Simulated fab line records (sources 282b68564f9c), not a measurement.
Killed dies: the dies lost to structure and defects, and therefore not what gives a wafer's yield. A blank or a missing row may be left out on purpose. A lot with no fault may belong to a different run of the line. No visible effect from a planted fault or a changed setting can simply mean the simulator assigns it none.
2 desks, one fault    flow rit_cmos    each desk holds nothing but its own numbers, with what lay behind them at the end

== DESK OF THE TOOL OWNER: rie_diel-02 ==
The tool's own readings at RIT_ACTIVE_ETCH_13 (etches Si3N4 in SF6, stops on SiO2, time 210 s, target depth 210 nm): means of the sampled wafers that have a number, for each lot that ran on this tool. Any lot whose mean is over 4 standard deviations away from the usual mean is out of limits and marked OUT; that distance is given in the brackets.
Columns: A = chamber_pressure_mTorr at RIT_ACTIVE_ETCH_13, usual 260.02 mTorr; B = drypump_motor_current_A at RIT_ACTIVE_ETCH_13, usual 5.6 A; C = oes_product_au at RIT_ACTIVE_ETCH_13, usual 0.817 a.u.; D = throttle_valve_pct at RIT_ACTIVE_ETCH_13, usual 7.52 %
lot   first seen here  A                         B    C      D
L339  day 1 19:43      260.25                    5.3  0.809  7.64
L343  day 2 16:08      216.60 (-99 or more) OUT  5.3  0.818  7.64
L344  day 2 20:50      216.61 (-99 or more) OUT  5.3  0.828  7.57
This desk's finding: out of limits on L343, L344; first on L343, day 2 16:08 (chamber_pressure_mTorr at RIT_ACTIVE_ETCH_13). In limits: L339.

== THE METROLOGY DESK ==
Means of the sampled wafers that have a number, per lot and without regard to the tool the lot ran on: this is what the gauges read. Any lot whose mean is over 4 standard deviations away from the usual mean is out of limits and marked OUT; that distance is given in the brackets.
Columns: A = ACTIVE_OXIDE_THK at RIT_ACTIVE_THK_MEAS_02, usual 47.1 nm; B = ACTIVE_NITRIDE_THK at RIT_ACTIVE_THK_MEAS_04, usual 149.6 nm; C = cd_nm at RIT_ACTIVE_CD_MEAS_11, usual 1399.0 nm
lot   first seen here  A     B      C
L338  day 1 12:03      45.6  149.3  1398.4
L339  day 1 17:03      46.3  149.5  1399.5
L343  day 2 13:14      45.8  151.1  1400.6
L344  day 2 18:04      48.0  150.3  1396.4
L360  day 6 02:04      46.6  147.7  1398.0
L361  day 6 07:05      46.4  147.6  1396.8
Result from this desk: across the 6 lots, nothing is out of limits.

== TAKEN TOGETHER ==
An alarm could have come from the tool owner's desk at day 2 16:08, on L343, L344.
The metrology desk saw nothing out of limits.
The metrology desk holds a record of L343, L344, inside its limits.
Every lot named ran RIT_ACTIVE_ETCH_13 on rie_diel-02.

== WHAT THE SIMULATOR HAD INSERTED ==
rie_diel-02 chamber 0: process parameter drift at RIT_ACTIVE_ETCH_13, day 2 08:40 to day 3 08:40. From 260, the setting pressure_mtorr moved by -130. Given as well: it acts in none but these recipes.
Shown lots that were struck: L343, L344.
Time in hours from fault onset to the first out-of-limits reading at each desk: the tool owner's desk, 7.
